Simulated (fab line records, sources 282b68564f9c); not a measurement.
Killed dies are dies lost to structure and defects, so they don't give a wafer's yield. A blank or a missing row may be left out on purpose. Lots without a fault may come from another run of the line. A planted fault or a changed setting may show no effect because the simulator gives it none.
A struck lot beside a sound one | flow rit_cmos | 44 steps out of a route of 202
Sound: wafers L136.1, L136.3, L136.4. Struck: wafers L144.3, L144.5, L144.6. The cause comes at the end.
At each step with rows: each side's tool, then ch and its chambers, then its first start. Under that, the readings that differ: sound wafers | struck wafers | difference of the means | sigmas: that difference in standard deviations of wafers without a fault.
alike: readings whose means differ by less than 2 such deviations, and words and numbers that are the same on both sides. not compared: withheld readings, readings that some wafer has no value for, bounds like >300 that may hide the same value, and numbers for which the record gives no deviation and whose values overlap.
The two part at a step that has a row with sigmas, a row that says differs or no value, or rows on one side only. Numbers that don't overlap but have no deviation are shown without sigmas and don't part them. A reading that every wafer of one side lacks parts them only if that side has two wafers or more.

first, 3 steps without rows for these wafers: RIT_REOX_CLEAN_01 (cleans in dHF, time 30 s); RIT_REOX_CLEAN_02 (cleans in SC2, time 600 s); RIT_REOX_OXIDATION_03 (target thk 25.2 nm, ox time 5580 s).
RIT_REOX_THK_MEAS_04:
  sound on film_metro-02, day 2 22:20; struck on film_metro-01, day 4 13:39
  alike: REOX_OXIDE_THK
then, 6 steps without rows for these wafers: RIT_NLDD_HMDS_00 (prime time 60 s); RIT_NLDD_COAT_01 (resist thk 1000 nm); RIT_NLDD_SOFTBAKE_02 (time 60 s); RIT_NLDD_EXPOSE_03 (exposes mask M7, target cd 40700 nm); RIT_NLDD_PEB_04; RIT_NLDD_DEVELOP_05 (develop time 50 s).
RIT_NLDD_OVL_MEAS_06:
  sound on overlay-02, day 2 23:15; struck on overlay-02, day 4 14:41
  alike: NLDD_OVL
then, 1 step without rows for these wafers: RIT_NLDD_HARDBAKE_07 (time 60 s).
RIT_NLDD_IMPLANT_08:
  sound on implanter-03 ch 0, day 2 23:26; struck on implanter-03 ch 0, day 4 15:02
  reading            | sound                         | struck                        | difference | sigmas
  dose_ions_cm2      | 4.991e+14 5.003e+14 5.003e+14 | 4.229e+14 4.232e+14 4.233e+14 | -7.677e+13 | -99 or more
  faraday_current_uA | 1561 1580 1566                | 1320 1327 1339                | -240       | -8
  alike: beam_energy_keV
RIT_NLDD_STRIP_09: strips in O2, time 180 s.
  sound on plasma_asher-04 ch 0,1, day 2 23:35; struck on plasma_asher-04 ch 0,1, day 4 15:11
  alike: drypump_motor_current_A
  not compared: rf_hours_counter_h
RIT_NLDD_TW_MEAS_10:
  sound on film_metro-02, day 2 23:46; struck on film_metro-03, day 4 15:19
  reading | sound          | struck         | difference | sigmas
  NLDD_TW | 2537 2524 2533 | 2391 2388 2391 | -141       | -8
then, 6 steps without rows for these wafers: RIT_PLDD_HMDS_00 (prime time 60 s); RIT_PLDD_COAT_01 (resist thk 1000 nm); RIT_PLDD_SOFTBAKE_02 (time 60 s); RIT_PLDD_EXPOSE_03 (exposes mask M8, target cd 40900 nm); RIT_PLDD_PEB_04; RIT_PLDD_DEVELOP_05 (develop time 50 s).
RIT_PLDD_OVL_MEAS_06:
  sound on overlay-01, day 3 00:40; struck on overlay-01, day 4 16:13
  alike: PLDD_OVL
then, 2 steps without rows for these wafers: RIT_PLDD_HARDBAKE_07 (time 60 s); RIT_PLDD_IMPLANT_08.
RIT_PLDD_STRIP_09: strips in O2, time 180 s.
  sound on plasma_asher-03 ch 0,1, day 3 01:01; struck on plasma_asher-03 ch 0,1, day 4 16:37
  alike: drypump_motor_current_A
  not compared: rf_hours_counter_h
RIT_PLDD_TW_MEAS_10:
  sound on film_metro-03, day 3 01:11; struck on film_metro-03, day 4 16:44
  alike: PLDD_TW
then, 4 steps without rows for these wafers: RIT_SPACER_CLEAN_00 (cleans in SC1, time 600 s); RIT_SPACER_CLEAN_01 (cleans in dHF, time 30 s); RIT_SPACER_CLEAN_02 (cleans in SC2, time 600 s); RIT_SPACER_CVD_03 (deposits Si3N4 from SiH2Cl2/NH3, target thk 250 nm, time 3300 s).
RIT_SPACER_THK_MEAS_04:
  sound on film_metro-03, day 3 04:03; struck on film_metro-04, day 4 19:19
  alike: SPACER_NITRIDE_THK
RIT_SPACER_ETCHBACK_05: etches Si3N4 in SF6/CHF3, stops on SiO2, target depth 250 nm, time 240 s.
  sound on rie_diel-01 ch 0,2,3, day 3 04:07; struck on rie_diel-01 ch 0,1,2, day 4 19:21
  alike: drypump_motor_current_A, oes_product_au, throttle_valve_pct
  not compared: rf_hours_counter_h
then, 2 steps without rows for these wafers: RIT_NSD_HMDS_00 (prime time 60 s); RIT_NSD_COAT_01 (resist thk 1000 nm).
RIT_NSD_SOFTBAKE_02: time 61.69 s.
  sound on litho_track-01 ch 0, day 3 04:34; struck on litho_track-03 ch 0, day 4 20:02
  alike: plate_sensor_t_centre_C, plate_sensor_t_edge_C
then, 3 steps without rows for these wafers: RIT_NSD_EXPOSE_03 (exposes mask M9, target cd 40700 nm); RIT_NSD_PEB_04; RIT_NSD_DEVELOP_05 (develop time 50 s).
RIT_NSD_OVL_MEAS_06:
  sound on overlay-01, day 3 05:14; struck on overlay-02, day 4 20:44
  reading      | sound         | struck      | difference | sigmas
  NSD_OVL (nm) | -1.5 -1.5 0.1 | 2.3 1.4 2.7 | +3.1       | +2
then, 2 steps without rows for these wafers: RIT_NSD_HARDBAKE_07 (time 60 s); RIT_NSD_IMPLANT_08.
RIT_NSD_STRIP_09: strips in O2, time 180 s.
  sound on plasma_asher-02 ch 0,1, day 3 05:34; struck on plasma_asher-02 ch 0,1, day 4 21:20
  alike: drypump_motor_current_A
  not compared: rf_hours_counter_h
RIT_SDANNEAL_RS_MEAS_07: measures by four-point-probe.
  sound on film_metro-03, day 3 08:13; struck on film_metro-04, day 5 00:04
  reading          | sound             | struck            | difference | sigmas
  NLDD_RS (ohm/sq) | 150.2 151.2 150.6 | 174.1 174.1 173.6 | +23.3      | +44
RIT_M1_PROBE_99:
  sound on prober-01, day 3 15:44; struck on prober-01, day 5 10:16
  reading                                    | sound                | struck               | difference | sigmas
  model.etest.nmos_0p15.r_on_ohm_um          | 1188 1190 1175       | 1252 1282 1276       | +86        |
  model.etest.nmos_0p3.r_on_ohm_um           | 2237 2229 2241       | 2288 2330 2328       | +80        |
  model.etest.nldd.rs_ohm_sq                 | 385.7 386.3 393.2    | 467.5 460.3 453.4    | +72.0      |
  model.etest.nmos_turned.drive_ua_um        | 303.6 305.4 299.9    | 256.8 258 264.8      | -43.1      |
  model.etest.nmos_0p15.drive_ua_um          | 458.8 448.7 447.9    | 433.7 432.8 430.9    | -19.3      |
  model.etest.nldd.line_ohm_um               | 123 123.2 125.7      | 146.3 145.3 144.3    | +21.3      |
  model.etest.nmos_0p15.off_log10_a_um       | -9.896 -10.45 -10.38 | -10.7 -10.62 -10.62  | -0.4       |
  model.etest.retro_edge_nmos.off_log10_a_um | -9.727 -10.27 -10.21 | -10.68 -10.59 -10.57 | -0.54      |
  alike: killed_at_M0_to_M3, killed_at_contacts, killed_at_front_end, killed_dies, killed_open, killed_short

WHERE THEY PART
First at RIT_NLDD_IMPLANT_08; last, within this record, at RIT_SDANNEAL_RS_MEAS_07. Later steps at which nothing parts them and some readings are alike: RIT_M1_PROBE_99.

WHY: what the simulator had put in
Process parameter drift: implanter-03, from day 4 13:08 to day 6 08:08, at RIT_NLDD_IMPLANT_08. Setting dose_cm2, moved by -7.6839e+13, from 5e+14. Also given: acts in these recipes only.
